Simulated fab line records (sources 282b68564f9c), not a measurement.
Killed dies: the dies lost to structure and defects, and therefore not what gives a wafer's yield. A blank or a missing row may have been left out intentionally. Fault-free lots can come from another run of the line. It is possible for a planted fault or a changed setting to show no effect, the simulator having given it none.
Comparing a struck lot with a sound one | flow ritCmos | 39 steps out of a route of 202
Sound: the wafers L583.3, L583.5, L583.6. Wafers struck: L587.1, L587.5, L587.6. Last of all comes the cause.
Order at every step that has rows: each side's tool, ch and its chambers, its first start. Under that, the readings that differ: sound wafers | struck wafers | difference of the means | sigmas: that difference in standard deviations of wafers without a fault.
alike: words and numbers the same on both sides, and readings whose means are apart by under 2 such deviations; not compared: readings that were withheld, readings missing a value for some wafer, numbers with overlapping values and no deviation given by the record, and bounds like >300 which may hide the same value.
A row with sigmas, a row that says differs or no value, or rows on one side alone: a step with any of these is where the two part. Numbers that have no deviation but don't overlap get no sigmas and don't part them. A reading that every wafer of one side lacks parts them only if that side has two wafers or more.

first, 3 steps without rows for these wafers: RIT_GATE_EXPOSE_13 (exposes mask M6, target cd 150 nm); RIT_GATE_PEB_14; RIT_GATE_DEVELOP_15 (develop time 50 s).
RIT_GATE_CD_MEAS_16: target cd 150 nm.
  sound: cdSem-01 at day 4 13:30; struck: cdSem-02 at day 5 08:09
reading   | sound             | struck            | difference | sigmas
cdNm (nm) | 153.7 155.3 154.2 | 144.5 145.9 145.6 | -9.1       | -4
RIT_GATE_OVL_MEAS_17:
  sound: overlay-02 at day 4 13:35; struck: overlay-01 at day 5 08:16
  alike: GATE_OVL
then, 1 step without rows for these wafers: RIT_GATE_HARDBAKE_18 (time 60 s).
RIT_GATE_ETCH_19: etches poly-Si in SF6/CHF3/O2, stops on SiO2, time 165 s, target depth 312.5 nm.
  sound on rieSi-01 ch 0,1,2, day 4 13:46; struck on rieSi-01 ch 0,3, day 5 08:30
  alike: drypumpMotorCurrentA, oesProductAu, rfFwdPowerW, throttleValvePct
  not compared: rfHoursCounterH
RIT_GATE_STRIP_20: strips in O2, time 180 s.
  sound on plasmaAsher-01 ch 0,1, day 4 13:56; struck on plasmaAsher-01 ch 0,1, day 5 08:37
  alike: drypumpMotorCurrentA
  not compared: rfHoursCounterH
RIT_GATE_CD_MEAS_90: target cd 150 nm.
  sound: cdSem-01 at day 4 14:05; struck: cdSem-02 at day 5 08:47
reading   | sound             | struck            | difference | sigmas
cdNm (nm) | 154.2 155.5 154.3 | 144.7 146.3 145.7 | -9.1       | -4
then, 3 steps without rows for these wafers: RIT_REOX_CLEAN_00 (cleans in SC1, time 610 s); RIT_REOX_CLEAN_01 (cleans in dHF, time 30 s); RIT_REOX_CLEAN_02 (cleans in SC2, time 600 s).
RIT_REOX_OXIDATION_03: target thk 25.2 nm, ox time 5580 s.
  sound on furnace-04 ch 0, day 4 15:35; struck on furnace-04 ch 0, day 5 10:41
reading                                    | sound             | struck            | difference | sigmas
spikeTcCentreC (C)                         | 904.3 904.2 902.1 | 913.9 912.3 912.1 | +9.2       | +10
spikeTcLoadC (C)                           | 924.7 924.8 922.2 | 934.7 935.3 933.6 | +10.6      | +7
spikeTcSourceC (C)                         | 921.9 922.3 919.7 | 929.4 931.5 930.4 | +9.1       | +4
model.SiO2_of_REOX_OXIDATION_03.thkNm (nm) | 24.79 25.24 24.89 | 27.86 28 28.33    | +3.09      | 
  alike: zonePowerLoadPct
RIT_REOX_THK_MEAS_04:
  sound: filmMetro-02 at day 4 18:09; struck: filmMetro-02 at day 5 13:14
reading             | sound          | struck         | difference | sigmas
REOX_OXIDE_THK (nm) | 24.8 25.2 24.9 | 27.8 28.0 28.3 | +3.1       | +7
then, 6 steps without rows for these wafers: RIT_NLDD_HMDS_00 (prime time 60 s); RIT_NLDD_COAT_01 (resist thk 1000 nm); RIT_NLDD_SOFTBAKE_02 (time 60 s); RIT_NLDD_EXPOSE_03 (exposes mask M7, target cd 40700 nm); RIT_NLDD_PEB_04; RIT_NLDD_DEVELOP_05 (develop time 50 s).
RIT_NLDD_OVL_MEAS_06:
  sound: overlay-02 at day 4 19:11; struck: overlay-01 at day 5 14:16
  alike: NLDD_OVL
then, 2 steps without rows for these wafers: RIT_NLDD_HARDBAKE_07 (time 60 s); RIT_NLDD_IMPLANT_08.
RIT_NLDD_STRIP_09: strips in O2, time 180 s.
  sound on plasmaAsher-02 ch 0,1, day 4 19:34; struck on plasmaAsher-03 ch 0,1, day 5 14:37
  alike: drypumpMotorCurrentA
  not compared: rfHoursCounterH
RIT_NLDD_TW_MEAS_10:
  sound: filmMetro-01 at day 4 19:42; struck: filmMetro-03 at day 5 14:47
reading | sound          | struck         | difference | sigmas
NLDD_TW | 2459 2477 2471 | 2507 2504 2516 | +40        | +2
then, 6 steps without rows for these wafers: RIT_PLDD_HMDS_00 (prime time 60 s); RIT_PLDD_COAT_01 (resist thk 1000 nm); RIT_PLDD_SOFTBAKE_02 (time 60 s); RIT_PLDD_EXPOSE_03 (exposes mask M8, target cd 40900 nm); RIT_PLDD_PEB_04; RIT_PLDD_DEVELOP_05 (develop time 50 s).
RIT_PLDD_OVL_MEAS_06:
  sound: overlay-02 at day 4 20:43; struck: overlay-01 at day 5 15:41
  alike: PLDD_OVL
then, 2 steps without rows for these wafers: RIT_PLDD_HARDBAKE_07 (time 60 s); RIT_PLDD_IMPLANT_08.
RIT_PLDD_STRIP_09: strips in O2, time 180 s.
  sound on plasmaAsher-01 ch 0,1, day 4 21:15; struck on plasmaAsher-03 ch 0,1, day 5 16:02
  alike: drypumpMotorCurrentA
  not compared: rfHoursCounterH
RIT_PLDD_TW_MEAS_10:
  sound: filmMetro-01 at day 4 21:23; struck: filmMetro-01 at day 5 16:12
  alike: PLDD_TW
RIT_SPACER_CLEAN_00: cleans in SC1, time 600 s.
  sound on wetBench-04 ch 3, day 4 21:25; struck on wetBench-02 ch 2, day 5 16:16
reading                                    | sound             | struck            | difference | sigmas
model.SiO2_of_REOX_OXIDATION_03.thkNm (nm) | 22.85 23.27 22.95 | 25.71 25.84 26.16 | +2.88      | 
then, 1 step without rows for these wafers: RIT_SPACER_CLEAN_01 (cleans in dHF, time 30 s).
RIT_M1_PROBE_99:
  sound: prober-02 at day 5 11:19; struck: prober-01 at day 6 06:09
reading                          | sound             | struck            | difference | sigmas
model.etest.pmosTurned.rOnOhmUm  | 3474 3646 3536    | 4095 4224 4346    | +670       | 
model.etest.pmos_0p3.rOnOhmUm    | 6298 6505 6443    | 6766 6809 6857    | +395       | 
model.etest.pmos_0p15.rOnOhmUm   | 2800 2951 2851    | 3062 3133 3191    | +261       | 
model.etest.pldd.rsOhmSq         | 494.4 512.9 497.6 | 769.4 772.4 806.2 | +281.0     | 
model.etest.nmosTurned.driveUaUm | 330.9 318.9 325.5 | 280.4 271.6 262.9 | -53.5      | 
model.etest.pldd.lineOhmUm       | 156.5 162.4 157.3 | 239.6 242.4 254.2 | +86.7      | 
  alike: killedAtContacts, killedAtFrontEnd, killedDies, killedOnRim, killedOpen, killedShort
  not compared: model.etest.nmos_0p3.rOnOhmUm, model.etest.nmos_0p15.rOnOhmUm

## WHERE THEY PART
Last at RIT_NLDD_TW_MEAS_10 as far as this record goes, first at RIT_GATE_CD_MEAS_16. Later steps at which nothing parts them and some readings are alike: RIT_PLDD_OVL_MEAS_06, RIT_PLDD_STRIP_09, RIT_PLDD_TW_MEAS_10, RIT_M1_PROBE_99.

WHY: whatever the simulator had introduced
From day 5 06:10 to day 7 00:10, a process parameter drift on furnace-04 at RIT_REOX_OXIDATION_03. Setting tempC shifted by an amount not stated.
